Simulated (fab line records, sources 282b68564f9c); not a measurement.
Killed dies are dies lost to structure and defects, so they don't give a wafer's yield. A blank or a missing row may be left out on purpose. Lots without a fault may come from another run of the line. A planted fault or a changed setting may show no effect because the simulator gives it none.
fab line records | flow rit_cmos
record lots=6 wafers=18 last_day=7
route steps=202 shown M1@184
lots that met no fault: from a run of the same line without faults
start_h: hours from the record's first day to the start of the lot's first wafer shown | wait_h: hours since the lot's step before | " the same as in the row above | L1.1+2: a row that stands for several wafers | - no value, or no start given | * or withheld: withheld | < > ~ a bound
route shown NAME@n: a module of which the file shows steps, and the number in the route of the first | usual: mean/standard deviation of fault-free wafers | same: alike in all rows | chamber/n: place in a boat | sites: the reading at each site | _std_site: their standard deviation | _edge_site: outer sites' mean less inner sites' | radius_mm: how far each site lies from the wafer's centre | mask NAME#n: copy n | behind: the tool/chamber that last shaped the wafer | hold: why the lot was held/for how many hours/how that ended | device: the transistor (n, p or np) that didn't switch | end of line: the same wafers' tests at the end of the route | a step without rows: its recipe alone | killed: dies lost to structure and defects at the first sort, not the wafer's yield | map: a wafer's dies, x killed, . not, _ none there
set.NAME: the setting as run; set.NAME@STEP: as run at that earlier step | model.NAME: the simulator's own value behind a step, which no gauge read
lots at some steps of the route; a table a step, a row a wafer
services: from which hour (start_h, from the record's first day; less than 0 if before it) a tool's chamber was out of use, for how many hours, and why
## steps
# step RIT_M1_SPUTTER_00
# recipe material=Al target_thk_nm=400 power_w=2000 chamber_pressure_pa=0.4 gas=Ar time_s=500 substrate_temp_c=25
# usual throttle_valve_pct=30.7/1.1
# columns lot.wafer tool chamber start_h wait_h throttle_valve_pct
L519.2 pvd_sputter-03 - 55.74 0.0 30.3
L519.4 " - " " 29.1
L519.6 " - " " 29.8
L520.1 pvd_sputter-04 - 58.35 0.0 32.9
L520.2 " - " " 29.8
L520.6 " - " " 32.9
L534.1 pvd_sputter-04 - 135.92 0.0 32.8
L534.2 " - " " 31.0
L534.5 " - " " 30.8
L536.1 pvd_sputter-04 - 144.78 0.0 29.8
L536.2 " - " " 33.1
L536.3 " - " " 30.8
L540.2 pvd_sputter-04 - 160.94 0.0 30.7
L540.5 " - " " 30.9
L540.6 " - " " 32.9
L541.1 pvd_sputter-02 - 169.74 0.0 28.4
L541.2 " - " " 31.5
L541.4 " - " " 29.9
# step RIT_M1_RS_MEAS_01
# recipe thk_meas_gauge=four-point-probe reads=Al_of_M1_SPUTTER_00
# usual M1_AL_RS=0.0732/0.00094
# columns lot.wafer tool chamber start_h wait_h M1_AL_RS[ohm/sq]
L519.2 film_metro-02 - 56.05 0.2 0.0726
L519.4 " - " " 0.0728
L519.6 " - " " 0.0722
L520.1 film_metro-03 - 58.65 0.1 0.0731
L520.2 " - " " 0.0724
L520.6 " - " " 0.0738
L534.1 film_metro-04 - 136.21 0.1 0.0732
L534.2 " - " " 0.0724
L534.5 " - " " 0.0725
L536.1 film_metro-03 - 145.08 0.1 0.0734
L536.2 " - " " 0.0746
L536.3 " - " " 0.0732
L540.2 film_metro-04 - 161.25 0.2 0.0724
L540.5 " - " " 0.0727
L540.6 " - " " 0.0735
L541.1 film_metro-03 - 170.04 0.1 0.0745
L541.2 " - " " 0.0748
L541.4 " - " " 0.0738
# step RIT_M1_THK_MEAS_02
# recipe thk_meas_gauge=xrf reads=Al_of_M1_SPUTTER_00
# usual M1_AL_THK=398/5.4
# columns lot.wafer tool chamber start_h wait_h M1_AL_THK[nm]
L519.2 film_metro-02 - 56.16 0.1 401
L519.4 " - " " 399
L519.6 " - " " 402
L520.1 film_metro-03 - 58.77 0.1 404
L520.2 " - " " 404
L520.6 " - " " 398
L534.1 film_metro-04 - 136.33 0.1 395
L534.2 " - " " 401
L534.5 " - " " 398
L536.1 film_metro-03 - 145.20 0.1 401
L536.2 " - " " 395
L536.3 " - " " 401
L540.2 film_metro-04 - 161.36 0.1 400
L540.5 " - " " 400
L540.6 " - " " 394
L541.1 film_metro-03 - 170.16 0.1 395
L541.2 " - " " 395
L541.4 " - " " 397
# step RIT_M1_HMDS_03
# recipe prime_time_s=60 prime_temp_c=140
# step RIT_M1_COAT_04
# recipe resist=NOVOLAK spin_rpm=2000 resist_thk_nm=1300
# step RIT_M1_SOFTBAKE_05
# recipe resist=NOVOLAK temp_c=90 time_s=60
# step RIT_M1_EXPOSE_06
# recipe mask_id=M12 na=0.6 source_shape=conventional sigma_outer=0.5 target_cd_nm=2600 dose_mj=250
# step RIT_M1_PEB_07
# recipe resist=NOVOLAK temp_c=withheld time_s=withheld
# step RIT_M1_DEVELOP_08
# recipe resist=NOVOLAK develop_time_s=68 dev_temp_c=23
# step RIT_M1_CD_MEAS_09
# recipe target_cd_nm=2600
# usual cd_nm=2600.1/2
# columns lot.wafer tool chamber start_h wait_h cd_nm
L519.2 cd_sem-02 - 57.24 - 2600.5
L519.4 " - " " 2600.3
L519.6 " - " " 2598.0
L520.1 cd_sem-01 - 59.71 - 2601.1
L520.2 " - " " 2599.9
L520.6 " - " " 2601.0
L534.1 cd_sem-02 - 137.27 - 2602.7
L534.2 " - " " 2601.7
L534.5 " - " " 2601.0
L536.1 cd_sem-01 - 146.26 - 2601.3
L536.2 " - " " 2600.7
L536.3 " - " " 2600.2
L540.2 cd_sem-01 - 162.31 - 2599.5
L540.5 " - " " 2599.5
L540.6 " - " " 2601.8
L541.1 cd_sem-02 - 171.10 - 2601.5
L541.2 " - " " 2601.9
L541.4 " - " " 2604.4
# step RIT_M1_OVL_MEAS_10
# usual M1_OVL=0.7/1.3
# columns lot.wafer tool chamber start_h wait_h M1_OVL[nm]
L519.2 overlay-01 - 57.34 0.1 1.4
L519.4 " - " " 1.5
L519.6 " - " " 1.8
L520.1 overlay-02 - 59.83 0.1 -2.2
L520.2 " - " " -1.2
L520.6 " - " " -1.4
L534.1 overlay-02 - 137.39 0.1 2.5
L534.2 " - " " 1.6
L534.5 " - " " 2.0
L536.1 overlay-02 - 146.38 0.1 1.2
L536.2 " - " " 1.8
L536.3 " - " " 2.5
L540.2 overlay-02 - 162.42 0.1 -1.0
L540.5 " - " " 0.0
L540.6 " - " " 0.7
L541.1 overlay-01 - 171.22 0.1 1.9
L541.2 " - " " -0.1
L541.4 " - " " 0.0
# step RIT_M1_HARDBAKE_11
# recipe resist=NOVOLAK temp_c=140 time_s=120
# step RIT_M1_METAL_ETCH_12
# recipe stop_on=SiO2 chemistry=Cl2/BCl3 target=Al time_s=165 over_etch_frac=0.4871 pressure_mtorr=100 target_depth_a=6000 rf_w=250 Cl2_flow_sccm=60 bcl3_flow_sccm=50
# usual bcl3_flow_sccm=49.99/0.15 drypump_motor_current_A=5.88/0.27 oes_product_au=0.787/0.01 throttle_valve_pct=8.22/0.11
# columns lot.wafer tool chamber start_h wait_h bcl3_flow_sccm drypump_motor_current_A oes_product_au rf_hours_counter_h throttle_valve_pct
L519.2 rie_metal-03 0 57.62 0.2 50.06 5.44 0.783 2 8.07
L519.4 " 0 " " 50.16 5.44 0.785 - 8.08
L519.6 " 1 " " 50.13 5.71 0.764 - 8.19
L520.1 rie_metal-01 1 60.11 0.2 49.95 6.23 0.800 1 8.21
L520.2 " 0 " " 50.04 5.95 0.802 1 8.39
L520.6 " 1 " " 49.80 6.24 0.789 - 8.22
L534.1 rie_metal-03 1 137.68 0.2 49.94 5.67 0.764 4 8.17
L534.2 " 0 " " 49.95 5.48 0.784 3 8.08
L534.5 " 0 " " 49.82 5.46 0.779 - 8.09
L536.1 rie_metal-03 0 146.67 0.2 50.11 5.45 0.783 3 8.08
L536.2 " 1 " " 49.97 5.68 0.766 4 8.19
L536.3 " 1 " " 49.89 5.69 0.777 - 8.18
L540.2 rie_metal-01 0 162.70 0.2 49.82 5.91 0.802 2 8.37
L540.5 " 1 " " 49.94 6.23 0.795 - 8.23
L540.6 " 0 " " 49.82 5.93 0.804 - 8.36
L541.1 rie_metal-02 0 171.50 0.2 49.95 6.10 0.772 0 8.15
L541.2 " 1 " " 49.91 6.04 0.798 0 8.39
L541.4 " 0 " " 50.19 6.09 0.783 - 8.14
# step RIT_M1_STRIP_13
# recipe chemistry=nmp resist=NOVOLAK temp_c=80 time_s=600 dry=n2_spin
# step RIT_M1_STRIP_14
# recipe chemistry=O2 time_s=180 platen_temp_c=withheld power_w=500 pressure_mtorr=4000 o2_flow_sccm=4000
# usual drypump_motor_current_A=5.8/0.42
# columns lot.wafer tool chamber start_h wait_h drypump_motor_current_A rf_hours_counter_h
L519.2 plasma_asher-02 0 57.96 0.0 5.6 28
L519.4 " 1 " " 6.6 -
L519.6 " 1 " " 6.6 -
L520.1 plasma_asher-04 0 60.45 0.0 5.6 41
L520.2 " 1 " " 5.3 41
L520.6 " 1 " " 5.2 -
L534.1 plasma_asher-02 1 138.03 0.0 6.6 36
L534.2 " 0 " " 5.6 36
L534.5 " 1 " " 6.6 -
L536.1 plasma_asher-02 0 147.02 0.0 5.6 37
L536.2 " 1 " " 6.6 37
L536.3 " 1 " " 6.6 -
L540.2 plasma_asher-03 0 163.03 0.0 5.9 52
L540.5 " 0 " " 5.9 -
L540.6 " 1 " " 5.6 -
L541.1 plasma_asher-02 1 171.84 0.0 6.6 40
L541.2 " 0 " " 5.6 40
L541.4 " 1 " " 6.6 -
# step RIT_M1_CD_MEAS_90
# recipe target_cd_nm=2600
# usual cd_nm=2600.8/2.4
# columns lot.wafer tool chamber start_h wait_h cd_nm
L519.2 cd_sem-02 - 58.15 0.1 2600.7
L519.4 " - " " 2600.2
L519.6 " - " " 2597.8
L520.1 cd_sem-01 - 60.63 0.1 2597.7
L520.2 " - " " 2596.7
L520.6 " - " " 2598.2
L534.1 cd_sem-01 - 138.21 0.1 2603.3
L534.2 " - " " 2601.2
L534.5 " - " " 2600.9
L536.1 cd_sem-02 - 147.20 0.1 2600.9
L536.2 " - " " 2603.4
L536.3 " - " " 2601.3
L540.2 cd_sem-02 - 163.23 0.1 2601.2
L540.5 " - " " 2601.2
L540.6 " - " " 2602.3
L541.1 cd_sem-01 - 172.02 0.1 2601.7
L541.2 " - " " 2603.6
L541.4 " - " " 2605.2
# step RIT_M1_ANNEAL_15
# recipe temp_c=452.3 time_s=1800 ambient=forming_gas_H2N2
# step RIT_M1_BOW_MEAS_16
# recipe mode=bow
# usual M1_BOW=16/7.1
# columns lot.wafer tool chamber start_h wait_h M1_BOW[um]
L519.2 film_metro-02 - 59.77 0.0 40
L519.4 " - " " 7
L519.6 " - " " 28
L520.1 film_metro-04 - 62.25 0.0 23
L520.2 " - " " 28
L520.6 " - " " 6
L534.1 film_metro-03 - 139.83 0.0 12
L534.2 " - " " 4
L534.5 " - " " 20
L536.1 film_metro-02 - 148.82 0.0 16
L536.2 " - " " 11
L536.3 " - " " 28
L540.2 film_metro-03 - 164.85 0.0 14
L540.5 " - " " 6
L540.6 " - " " 20
L541.1 film_metro-03 - 173.64 0.0 18
L541.2 " - " " 7
L541.4 " - " " 16
# step RIT_M1_PROBE_99
# usual defect_limited_yield=97.4/1.1 killed_at_M0_to_M3=0/0 killed_at_front_end=6.9/2.9 killed_dies=7.0/2.9 killed_open=3.4/2.1 killed_short=3.5/1.8 sort_bin_3_pad_short=0.1/0.23 sort_bin_5_function=1.5/0.78 sort_bin_6_memory=1.0/0.65 sort_n_pass=257.0/2.9 sort_yield_pct=97.4/1.1
# same gross_dies=264 killed_at_M4_up=0 killed_at_back_side=0 killed_at_contacts=0 killed_at_other=0
# columns lot.wafer tool chamber start_h wait_h defect_limited_yield[%] killed_at_M0_to_M3 killed_at_front_end killed_dies killed_open killed_short sort_bin_3_pad_short[%] sort_bin_5_function[%] sort_bin_6_memory[%] sort_n_pass sort_yield_pct[%] model.etest.tester.sort_n_pass model.etest.tester.sort_yield_pct model.etest.tester.sort_bin_5_pct
L519.2 prober-01 - 59.92 0.1 98.5 0 4 4 2 2 0 1.5 0 260.0 98.5 260 98.48 1.515
L519.4 prober-01 - 60.02 0.2 97.7 0 6 6 4 2 0 1.1 1.1 258.0 97.7 258 97.73 1.136
L519.6 prober-01 - 60.12 0.2 97.3 0 7 7 3 4 0 1.1 1.5 257.0 97.3 257 97.35 1.136
L520.1 prober-02 - 62.37 0.1 97.3 0 7 7 3 4 0 1.1 1.5 257.0 97.3 257 97.35 1.136
L520.2 prober-02 - 62.42 0.1 98.1 0 5 5 0 5 0 1.9 0 259.0 98.1 259 98.11 1.894
L520.6 prober-02 - 62.62 0.2 97.3 0 7 7 5 2 0 1.9 0.8 257.0 97.3 257 97.35 1.894
L534.1 prober-02 - 139.95 0.1 97.7 0 6 6 2 4 0 1.5 0.8 258.0 97.7 258 97.73 1.515
L534.2 prober-02 - 140.00 0.1 97.3 2 5 7 2 3 0 0.8 1.9 257.0 97.3 257 97.35 0.7576
L534.5 prober-02 - 140.15 0.2 95.5 5 7 12 2 5 0.4 3.4 0.8 252.0 95.5 252 95.45 3.409
L536.1 prober-02 - 148.94 0.1 95.8 5 6 11 5 1 0 3.0 1.1 253.0 95.8 253 95.83 3.03
L536.2 prober-02 - 148.99 0.1 97.7 0 6 6 2 4 0 1.5 0.8 258.0 97.7 258 97.73 1.515
L536.3 prober-02 - 149.04 0.2 95.8 0 11 11 4 7 0 1.9 2.3 253.0 95.8 253 95.83 1.894
L540.2 prober-02 - 165.00 0.1 98.5 0 4 4 2 2 0 1.1 0.4 260.0 98.5 260 98.48 1.136
L540.5 prober-02 - 165.15 0.2 96.6 0 9 9 5 4 0 2.7 0.8 255.0 96.6 255 96.59 2.652
L540.6 prober-02 - 165.20 0.2 97.0 0 8 8 3 5 0 1.5 1.5 256.0 97.0 256 96.97 1.515
L541.1 prober-01 - 173.76 0.1 97.7 0 6 6 1 5 0 1.1 1.1 258.0 97.7 258 97.73 1.136
L541.2 prober-01 - 173.81 0.1 97.3 0 7 7 4 3 0 0.4 2.3 257.0 97.3 257 97.35 0.3788
L541.4 prober-01 - 173.91 0.2 97.0 0 8 8 3 5 0.8 1.1 1.1 256.0 97.0 256 96.97 1.136
# killed by level:class
L519.2 GATE:geometric_particle:open=2 FOX2:geometric_particle:short=1 GATE:geometric_particle:short=1
L519.4 GATE:geometric_particle:open=2 FOX1:geometric_particle:open=1 GATE:geometric_particle:short=1 REOX:geometric_particle:short=1 REOX:geometric_particle:open=1
L519.6 GATE:geometric_particle:short=2 FOX2:geometric_particle:open=1 SILICIDE:geometric_particle:open=1 GATE:geometric_particle:open=1 REOX:geometric_particle:short=1 SPACER:geometric_particle:short=1
L520.1 SILICIDE:geometric_particle:open=2 GATE:geometric_particle:short=1 GATE:geometric_particle:open=1 REOX:geometric_particle:short=1 SPACER:geometric_particle:short=1 SILICIDE:geometric_particle:short=1
L520.2 GATE:geometric_particle:short=3 REOX:geometric_particle:short=1 SPACER:geometric_particle:short=1
L520.6 REOX:geometric_particle:open=2 GATE:geometric_particle:open=1 REOX:geometric_particle:short=1 SPACER:geometric_particle:open=1 SILICIDE:geometric_particle:short=1 SILICIDE:geometric_particle:open=1
L534.1 GATE:geometric_particle:open=2 GATE:geometric_particle:short=2 SILICIDE:geometric_particle:short=2
L534.2 M1:unspecified=2 FOX1:geometric_particle:open=1 FOX2:geometric_particle:short=1 GATE:geometric_particle:short=1 SPACER:geometric_particle:short=1 SILICIDE:geometric_particle:open=1
L534.5 M1:unspecified=5 GATE:geometric_particle:short=2 GATE:geometric_particle:open=2 FOX2:geometric_particle:short=1 REOX:geometric_particle:short=1 SPACER:geometric_particle:short=1
L536.1 M1:unspecified=5 GATE:geometric_particle:open=3 REOX:geometric_particle:open=2 REOX:geometric_particle:short=1
L536.2 GATE:geometric_particle:short=3 ACTIVE:geometric_particle:open=1 REOX:geometric_particle:short=1 SILICIDE:geometric_particle:open=1
L536.3 GATE:geometric_particle:short=4 GATE:geometric_particle:open=3 FOX2:geometric_particle:short=2 FOX1:geometric_particle:short=1 REOX:geometric_particle:open=1
L540.2 SPACER:geometric_particle:short=2 FOX2:geometric_particle:open=1 SPACER:geometric_particle:open=1
L540.5 GATE:geometric_particle:open=4 GATE:geometric_particle:short=2 FOX1:geometric_particle:short=1 REOX:geometric_particle:short=1 SPACER:geometric_particle:open=1
L540.6 REOX:geometric_particle:short=3 GATE:geometric_particle:open=2 FOX2:geometric_particle:short=1 REOX:geometric_particle:open=1 SILICIDE:geometric_particle:short=1
L541.1 FOX2:geometric_particle:short=2 FOX2:geometric_particle:open=1 GATE:geometric_particle:short=1 REOX:geometric_particle:short=1 SPACER:geometric_particle:short=1
L541.2 FOX1:geometric_particle:open=3 FOX1:geometric_particle:short=1 FOX2:geometric_particle:short=1 SPACER:geometric_particle:short=1 SILICIDE:geometric_particle:open=1
L541.4 GATE:geometric_particle:short=3 FOX1:geometric_particle:short=1 FOX1:geometric_particle:open=1 FOX2:geometric_particle:open=1 FOX2:geometric_particle:short=1 GATE:geometric_particle:open=1
# map L534.5 (x killed, . not)
________......._______
_____.............____
____...............___
___...x....x........__
__..................._
__..................._
_.....x...............
_.....................
_.x..........x........
_..........xx..x......
__..........xx......._
__..........x........_
___..............x..__
____...............___
_____.............____
________......._______
# map L536.1 (x killed, . not)
________......._______
_____.x...........____
____.....x.........___
___.................__
__.............x....._
__..................._
_.x...................
_........x............
_...........x.........
_............x........
__..................._
__....x....x........._
___.................__
____.....x...x.....___
_____.............____
________......._______
## services
# columns tool chamber start_h hours kind
plasma_asher-04 - 37.92 1.1 repair
pvd_sputter-03 - 71.73 3.0 repair
rie_metal-02 - 136.12 20.0 pm
rie_metal-02 0 136.12 20.0 vent_cycle
rie_metal-02 1 136.12 20.0 vent_cycle
plasma_asher-04 - 143.32 2.8 pm
rie_metal-02 0 156.12 - clean
rie_metal-02 1 156.12 - clean
plasma_asher-03 - 167.92 2.8 pm
## key
first_sign step=RIT_M1_PROBE_99 reading=killed_at_M0_to_M3 direction=up sigmas=4 usual=0 struck=4
effect none on later readings
model_effect step=RIT_M1_PROBE_99 value=etest.tester.sort_n_pass without=258 struck=254
met_at RIT_M1_METAL_ETCH_12
struck_wafers L534.2,L534.5,L536.1
onset_between 57.62 137.68
fault kind=chamber_particle_source tool=rie_metal-03 chamber=0 onset_h=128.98 steps=RIT_M1_METAL_ETCH_12 rate_per_visit_cm2=0.030418 end_h=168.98
